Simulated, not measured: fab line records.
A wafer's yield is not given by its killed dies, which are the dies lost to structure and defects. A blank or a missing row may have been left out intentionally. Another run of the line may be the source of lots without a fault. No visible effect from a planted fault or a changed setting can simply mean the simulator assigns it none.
Which of the tools did it? | flow berkeleyCmos170 | 18 wafers sampled from 6 lots at 1 step of a route of 331

## WHAT THE GAUGES READ, wafer by wafer
UCB170_PWELL_OVL_MEAS_13.
lot  | measured    | on         | PWELL_OVL (nm)
L242 | day 3 12:08 | overlay-02 | 1 4 2
L249 | day 4 20:16 | overlay-01 | 2 5 5
L251 | day 5 06:42 | overlay-02 | 0 -8 3
L255 | day 6 01:24 | overlay-02 | 5 -4 -3
L256 | day 6 18:02 | overlay-01 | 0 -3 -1
L262 | day 7 22:49 | overlay-01 | 2 1 -2

## WHAT TOOL EACH LOT RAN ON (gives the tool, then ch and the chambers of the sampled wafers, and finally the start)
No process step before these readings appears in the record.

## THE ANSWER, worked out from the rows above alone
Rule: the usual values come from the lots themselves. The widest of any qualifying gaps counts: lots, ordered by their means at a reading, are off when they make up no more than a third of the lots, leave a main group of 4 or more, and stand apart from it by 3 or more times the standard deviation of that group's means. If all means in a main group match to the digits the tables above print for the reading, that group is not used. Also off: a lot with no number at a reading for which 4 or more lots have one. Any other lot the step has rows for is counted as sound.
Nothing can be told from this: no lot is off at any reading shown.

## WHAT THE SIMULATOR HAD PUT IN
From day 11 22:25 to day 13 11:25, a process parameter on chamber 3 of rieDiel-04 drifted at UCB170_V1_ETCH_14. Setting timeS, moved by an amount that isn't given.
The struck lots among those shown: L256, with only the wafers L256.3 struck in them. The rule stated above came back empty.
